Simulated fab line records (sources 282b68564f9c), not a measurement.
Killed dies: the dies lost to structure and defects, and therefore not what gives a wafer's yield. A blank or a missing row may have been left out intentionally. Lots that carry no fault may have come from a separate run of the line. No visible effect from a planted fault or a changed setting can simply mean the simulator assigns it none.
Which tool is to blame? :: flow ritCmos :: 13 lots, 39 wafers sampled, at 7 steps of a route of 202

WHAT THE GAUGES SHOWED, per wafer
RIT_GATE_CD_MEAS_16 targets a cd of 150 nm. Usual: cdNm reads 150.8 nm (standard deviation 2.3).
lot: L454
measured: day 2 14:45
on: cdSem-01
cdNm (nm): 144.9 145.4 143.9
flag: 

lot: L455
measured: day 2 18:46
on: cdSem-01
cdNm (nm): 150.5 150.9 148.7
flag: 

lot: L458
measured: day 3 10:49
on: cdSem-01
cdNm (nm): 152.6 154.7 152.1
flag: 

lot: L459
measured: day 3 17:18
on: cdSem-01
cdNm (nm): 146.9 147.8 148.8
flag: 

lot: L460
measured: day 3 20:44
on: cdSem-01
cdNm (nm): 150.4 152.1 152.0
flag: 

lot: L461
measured: day 4 00:44
on: cdSem-01
cdNm (nm): 150.0 150.7 149.4
flag: 

lot: L464
measured: day 4 15:52
on: cdSem-01
cdNm (nm): 151.9 152.8 155.2
flag: 

lot: L466
measured: day 5 01:45
on: cdSem-01
cdNm (nm): 155.0 154.5 155.8
flag: 

lot: L467
measured: day 5 12:07
on: cdSem-01
cdNm (nm): 148.3 148.6 146.8
flag: 

lot: L468
measured: day 5 13:15
on: cdSem-01
cdNm (nm): 154.2 153.0 153.2
flag: 

lot: L470
measured: day 5 22:17
on: cdSem-01
cdNm (nm): 151.1 148.5 149.3
flag: 

lot: L471
measured: day 6 08:08
on: cdSem-02
cdNm (nm): 151.3 151.1 152.6
flag: 

lot: L477
measured: day 7 13:27
on: cdSem-01
cdNm (nm): 148.2 148.6 148.5
flag: 

RIT_GATE_CD_MEAS_90 targets a cd of 150 nm. Usual: cdNm reads 150.9 nm (standard deviation 2.3).
lot: L454
measured: day 2 15:20
on: cdSem-01
cdNm (nm): 145.2 145.7 143.9
flag: 

lot: L455
measured: day 2 19:22
on: cdSem-01
cdNm (nm): 149.8 150.8 148.7
flag: 

lot: L458
measured: day 3 11:25
on: cdSem-01
cdNm (nm): 153.1 154.8 151.9
flag: 

lot: L459
measured: day 3 17:53
on: cdSem-01
cdNm (nm): 146.9 147.2 148.8
flag: 

lot: L460
measured: day 3 21:34
on: cdSem-01
cdNm (nm): 150.7 152.1 152.0
flag: 

lot: L461
measured: day 4 01:19
on: cdSem-01
cdNm (nm): 149.6 150.7 149.5
flag: 

lot: L464
measured: day 4 16:27
on: cdSem-01
cdNm (nm): 151.6 152.6 155.2
flag: 

lot: L466
measured: day 5 02:20
on: cdSem-01
cdNm (nm): 155.0 154.5 156.0
flag: 

lot: L467
measured: day 5 12:42
on: cdSem-01
cdNm (nm): 149.1 149.2 146.9
flag: 

lot: L468
measured: day 5 13:50
on: cdSem-01
cdNm (nm): 154.3 152.7 153.1
flag: 

lot: L470
measured: day 5 22:53
on: cdSem-01
cdNm (nm): 151.0 148.8 149.2
flag: 

lot: L471
measured: day 6 08:43
on: cdSem-02
cdNm (nm): 151.9 151.3 152.7
flag: 

lot: L477
measured: day 7 14:07
on: cdSem-02
cdNm (nm): 148.7 148.9 148.4
flag: 

RIT_NLDD_OVL_MEAS_06. Usual: for NLDD_OVL the level is -0.1 nm and the standard deviation is 1.5.
lot: L454
measured: day 2 19:37
on: overlay-01
NLDD_OVL (nm): -0.5 -0.1 -0.8
flag: 

lot: L455
measured: day 2 23:29
on: overlay-02
NLDD_OVL (nm): -0.2 0.9 -0.9
flag: 

lot: L458
measured: day 3 15:48
on: overlay-01
NLDD_OVL (nm): 1.1 -1.1 -0.3
flag: 

lot: L459
measured: day 3 23:10
on: overlay-01
NLDD_OVL (nm): 2.3 3.3 4.4
flag: 

lot: L460
measured: day 4 01:37
on: overlay-01
NLDD_OVL (nm): -1.3 -1.5 -2.5
flag: 

lot: L461
measured: day 4 06:18
on: overlay-01
NLDD_OVL (nm): -0.4 -0.6 0.0
flag: 

lot: L464
measured: day 4 20:30
on: overlay-01
NLDD_OVL (nm): 0.5 2.1 0.6
flag: 

lot: L466
measured: day 5 08:28
on: overlay-02
NLDD_OVL (nm): 1.2 -0.6 0.8
flag: 

lot: L467
measured: day 5 16:40
on: overlay-01
NLDD_OVL (nm): -1.2 -1.7 -2.0
flag: 

lot: L468
measured: day 5 19:15
on: overlay-02
NLDD_OVL (nm): 0.4 0.6 1.3
flag: 

lot: L470
measured: day 6 02:58
on: overlay-01
NLDD_OVL (nm): 1.5 1.4 1.2
flag: 

lot: L471
measured: day 6 13:13
on: overlay-01
NLDD_OVL (nm): - - -
flag: OFF

lot: L477
measured: day 7 18:34
on: overlay-02
NLDD_OVL (nm): -1.2 -0.4 -1.4
flag: 

RIT_NLDD_TW_MEAS_10. Usual: for NLDD_TW the level is 2489 and the standard deviation is 19.
lot: L454
measured: day 2 20:08
on: filmMetro-01
NLDD_TW: 2487 2490 2491
flag: 

lot: L455
measured: day 3 00:09
on: filmMetro-01
NLDD_TW: 2510 2501 2518
flag: 

lot: L458
measured: day 3 16:19
on: filmMetro-03
NLDD_TW: 2476 2458 2460
flag: 

lot: L459
measured: day 3 23:41
on: filmMetro-02
NLDD_TW: 2496 2485 2479
flag: 

lot: L460
measured: day 4 02:08
on: filmMetro-01
NLDD_TW: 2504 2515 2491
flag: 

lot: L461
measured: day 4 06:49
on: filmMetro-03
NLDD_TW: 2464 2460 2461
flag: 

lot: L464
measured: day 4 21:01
on: filmMetro-01
NLDD_TW: 2505 2498 2500
flag: 

lot: L466
measured: day 5 08:59
on: filmMetro-02
NLDD_TW: 2495 2514 2501
flag: 

lot: L467
measured: day 5 17:11
on: filmMetro-02
NLDD_TW: 2491 2490 2500
flag: 

lot: L468
measured: day 5 19:46
on: filmMetro-02
NLDD_TW: 2492 2511 2494
flag: 

lot: L470
measured: day 6 03:29
on: filmMetro-01
NLDD_TW: 2497 2501 2497
flag: 

lot: L471
measured: day 6 13:44
on: filmMetro-02
NLDD_TW: 30 30 30
flag: OFF

lot: L477
measured: day 7 19:04
on: filmMetro-01
NLDD_TW: 2509 2510 2508
flag: 

RIT_PLDD_TW_MEAS_10. Usual: for PLDD_TW the level is 2346 and the standard deviation is 19.
lot: L454
measured: day 2 21:40
on: filmMetro-03
PLDD_TW: 2318 2321 2311
flag: 

lot: L455
measured: day 3 02:01
on: filmMetro-02
PLDD_TW: 2342 2351 2340
flag: 

lot: L458
measured: day 3 17:54
on: filmMetro-01
PLDD_TW: 2357 2361 2354
flag: 

lot: L459
measured: day 4 01:06
on: filmMetro-01
PLDD_TW: 2366 2352 2361
flag: 

lot: L460
measured: day 4 03:34
on: filmMetro-02
PLDD_TW: 2371 2365 2355
flag: 

lot: L461
measured: day 4 08:14
on: filmMetro-02
PLDD_TW: 2364 2357 2366
flag: 

lot: L464
measured: day 4 22:26
on: filmMetro-01
PLDD_TW: 2358 2348 2349
flag: 

lot: L466
measured: day 5 10:24
on: filmMetro-01
PLDD_TW: 2348 2346 2359
flag: 

lot: L467
measured: day 5 18:40
on: filmMetro-03
PLDD_TW: 2335 2311 2319
flag: 

lot: L468
measured: day 5 21:19
on: filmMetro-02
PLDD_TW: 2354 2338 2359
flag: 

lot: L470
measured: day 6 04:54
on: filmMetro-01
PLDD_TW: 2362 2351 2359
flag: 

lot: L471
measured: day 6 15:10
on: filmMetro-03
PLDD_TW: 2830 2830 2845
flag: OFF

lot: L477
measured: day 7 20:38
on: filmMetro-02
PLDD_TW: 2352 2362 2360
flag: 

RIT_NSD_TW_MEAS_10. Usual: for NSD_TW the level is 3114 and the standard deviation is 28.
lot: L454
measured: day 3 01:42
on: filmMetro-03
NSD_TW: 3085 3076 3078
flag: 

lot: L455
measured: day 3 06:04
on: filmMetro-01
NSD_TW: 3136 3159 3163
flag: 

lot: L458
measured: day 3 21:56
on: filmMetro-03
NSD_TW: 3091 3084 3094
flag: 

lot: L459
measured: day 4 05:01
on: filmMetro-01
NSD_TW: 3121 3138 3133
flag: 

lot: L460
measured: day 4 07:36
on: filmMetro-03
NSD_TW: 3084 3098 3085
flag: 

lot: L461
measured: day 4 12:17
on: filmMetro-03
NSD_TW: 3088 3084 3088
flag: 

lot: L464
measured: day 5 02:22
on: filmMetro-02
NSD_TW: 3152 3139 3135
flag: 

lot: L466
measured: day 5 14:40
on: filmMetro-03
NSD_TW: 3101 3078 3075
flag: 

lot: L467
measured: day 5 22:35
on: filmMetro-02
NSD_TW: 3117 3135 3143
flag: 

lot: L468
measured: day 6 01:25
on: filmMetro-01
NSD_TW: 3126 3138 3139
flag: 

lot: L470
measured: day 6 08:53
on: filmMetro-01
NSD_TW: 3138 3142 3134
flag: 

lot: L471
measured: day 6 19:04
on: filmMetro-02
NSD_TW: 3139 3139 3121
flag: 

lot: L477
measured: day 8 00:32
on: filmMetro-03
NSD_TW: 3076 3088 3068
flag: 

WHICH TOOL RAN EACH LOT (tool, then ch and the chambers of the sampled wafers, then the start)
lot: L454
RIT_NLDD_EXPOSE_03: ilineStepper-01 ch 0, day 2 19:14

lot: L455
RIT_NLDD_EXPOSE_03: ilineStepper-02 ch 0, day 2 23:07

lot: L458
RIT_NLDD_EXPOSE_03: ilineStepper-02 ch 0, day 3 15:24

lot: L459
RIT_NLDD_EXPOSE_03: ilineStepper-01 ch 0, day 3 22:43

lot: L460
RIT_NLDD_EXPOSE_03: ilineStepper-02 ch 0, day 4 01:14

lot: L461
RIT_NLDD_EXPOSE_03: ilineStepper-02 ch 0, day 4 05:56

lot: L464
RIT_NLDD_EXPOSE_03: ilineStepper-02 ch 0, day 4 20:08

lot: L466
RIT_NLDD_EXPOSE_03: ilineStepper-02 ch 0, day 5 08:04

lot: L467
RIT_NLDD_EXPOSE_03: ilineStepper-02 ch 0, day 5 16:17

lot: L468
RIT_NLDD_EXPOSE_03: ilineStepper-02 ch 0, day 5 18:52

lot: L470
RIT_NLDD_EXPOSE_03: ilineStepper-01 ch 0, day 6 02:34

lot: L471
RIT_NLDD_EXPOSE_03: ilineStepper-02 ch 0, day 6 12:49

lot: L477
RIT_NLDD_EXPOSE_03: ilineStepper-02 ch 0, day 7 18:10
- RIT_NLDD_EXPOSE_03: exposes mask M7, target cd 40700 nm.

WHAT THE TOOLS THEMSELVES READ (means of the sampled wafers that have a number; where no wafer has one, the mark that the record gives instead)
RIT_NLDD_EXPOSE_03. Usual: exposureDoseMJCm2 reads 250.01 (standard deviation 0.24).
lot: L454
tool: ilineStepper-01
exposureDoseMJCm2: 249.80
flag: 

lot: L455
tool: ilineStepper-02
exposureDoseMJCm2: 250.19
flag: 

lot: L458
tool: ilineStepper-02
exposureDoseMJCm2: 249.97
flag: 

lot: L459
tool: ilineStepper-01
exposureDoseMJCm2: 249.72
flag: 

lot: L460
tool: ilineStepper-02
exposureDoseMJCm2: 249.81
flag: 

lot: L461
tool: ilineStepper-02
exposureDoseMJCm2: 250.08
flag: 

lot: L464
tool: ilineStepper-02
exposureDoseMJCm2: 249.84
flag: 

lot: L466
tool: ilineStepper-02
exposureDoseMJCm2: 249.84
flag: 

lot: L467
tool: ilineStepper-02
exposureDoseMJCm2: 249.86
flag: 

lot: L468
tool: ilineStepper-02
exposureDoseMJCm2: 249.85
flag: 

lot: L470
tool: ilineStepper-01
exposureDoseMJCm2: 250.04
flag: 

lot: L471
tool: ilineStepper-02
exposureDoseMJCm2: 250.07
flag: 

lot: L477
tool: ilineStepper-02
exposureDoseMJCm2: 249.91
flag: 

THE ANSWER, worked out from the rows above alone
Rule: take the mean of a lot's wafers that have a number; if it is more than 3 standard deviations from the usual mean, the lot is off. A lot without any number at a reading at which 4 lots or more have one is off too. Where the step has rows for the other lots, those lots are counted as sound. First the gauges in route order, then the tools' own readings, where a lot's mean is used as printed above. The first step at which some lot is off is used, and at that step the reading that is off furthest; a lot without a number counts as furthest.
Off: at RIT_NLDD_OVL_MEAS_06 (NLDD_OVL), L471. Without a number there: L471.
If a tool, at a process step before that reading, ran all the lots that are off and no sound lot after the first of them, it fits. The gauges at RIT_NLDD_OVL_MEAS_06 aren't tried: what is off there is off at RIT_NLDD_TW_MEAS_10 too, on other tools, and a gauge's error can't cause that. Not one of the candidates tried fits.

WHAT THE SIMULATOR HAD INSERTED
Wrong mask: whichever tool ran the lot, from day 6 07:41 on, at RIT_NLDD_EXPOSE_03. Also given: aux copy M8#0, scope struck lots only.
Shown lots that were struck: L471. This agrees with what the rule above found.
